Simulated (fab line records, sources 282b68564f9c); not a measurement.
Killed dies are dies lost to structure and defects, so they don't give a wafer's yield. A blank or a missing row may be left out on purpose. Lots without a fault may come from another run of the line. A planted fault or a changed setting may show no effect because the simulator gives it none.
Which tool did it? | flow rit_cmos | 14 lots, 42 wafers sampled, at 1 step of a route of 202

WHAT THE GAUGES READ, wafer by wafer
The record holds no reading of a measuring or inspecting step that can be judged against a usual standard deviation.

WHICH TOOL RAN EACH LOT (tool, then ch and the chambers of the sampled wafers, then the start)
lot  | RIT_NWELL_EXPOSE_03
L597 | iline_stepper-01 ch 0, day 1 22:00
L600 | iline_stepper-01 ch 0, day 2 10:58
L601 | iline_stepper-01 ch 0, day 2 16:05
L603 | iline_stepper-01, day 3 02:55
L604 | iline_stepper-01, day 3 07:50
L605 | iline_stepper-02 ch 0, day 3 12:28
L610 | iline_stepper-01 ch 0, day 4 12:59
L611 | iline_stepper-02 ch 0, day 4 18:20
L614 | iline_stepper-01 ch 0, day 5 09:36
L615 | iline_stepper-02 ch 0, day 5 15:59
L616 | iline_stepper-02 ch 0, day 5 22:02
L617 | iline_stepper-02 ch 0, day 6 05:21
L618 | iline_stepper-01 ch 0, day 6 09:40
L619 | iline_stepper-01 ch 0, day 6 12:26
- RIT_NWELL_EXPOSE_03: exposes mask M2, target cd 43900 nm.

WHAT THE TOOLS THEMSELVES READ (means of the sampled wafers that have a number; where no wafer has one, the mark that the record gives instead)
RIT_NWELL_EXPOSE_03. Usual: exposure_dose_mJ_cm2 250.00, standard deviation 0.27; focus_offset_nm 0.1 nm, standard deviation 0.46.
lot  | tool             | exposure_dose_mJ_cm2 | focus_offset_nm (nm) | flag
L597 | iline_stepper-01 | 249.94               | -0.1                 |
L600 | iline_stepper-01 | 249.69               | 0.5                  |
L601 | iline_stepper-01 | 249.92               | 0.3                  |
L603 | iline_stepper-01 | -                    | -                    | OFF
L604 | iline_stepper-01 | -                    | -                    | OFF
L605 | iline_stepper-02 | 250.09               | 0.3                  |
L610 | iline_stepper-01 | 250.02               | 0.2                  |
L611 | iline_stepper-02 | 250.03               | -0.3                 |
L614 | iline_stepper-01 | 250.19               | 0.6                  |
L615 | iline_stepper-02 | 250.32               | -0.1                 |
L616 | iline_stepper-02 | 250.17               | -0.3                 |
L617 | iline_stepper-02 | 249.84               | 0.0                  |
L618 | iline_stepper-01 | 249.73               | 0.0                  |
L619 | iline_stepper-01 | 250.20               | -0.1                 |

THE ANSWER, worked out from the rows above alone
Rule: a lot is off if the mean of its wafers that have a number lies more than 3 standard deviations from the usual mean. A lot without any number at a reading at which 4 lots or more have one is off too. The other lots that the step has rows for count as sound. The gauges are gone through in route order, then the tools' own readings, and for those a lot's mean is taken as printed above. The first step at which some lot is off is used, and at that step the reading that is off furthest; a lot without a number counts as furthest.
Off: L603, L604, at RIT_NWELL_EXPOSE_03 (exposure_dose_mJ_cm2). Without a number there: L603, L604.
A tool fits if, at that step or a process step before it, it ran every lot that is off, and no sound lot after the first of them. None of those tried fits.

WHAT THE SIMULATOR HAD PUT IN
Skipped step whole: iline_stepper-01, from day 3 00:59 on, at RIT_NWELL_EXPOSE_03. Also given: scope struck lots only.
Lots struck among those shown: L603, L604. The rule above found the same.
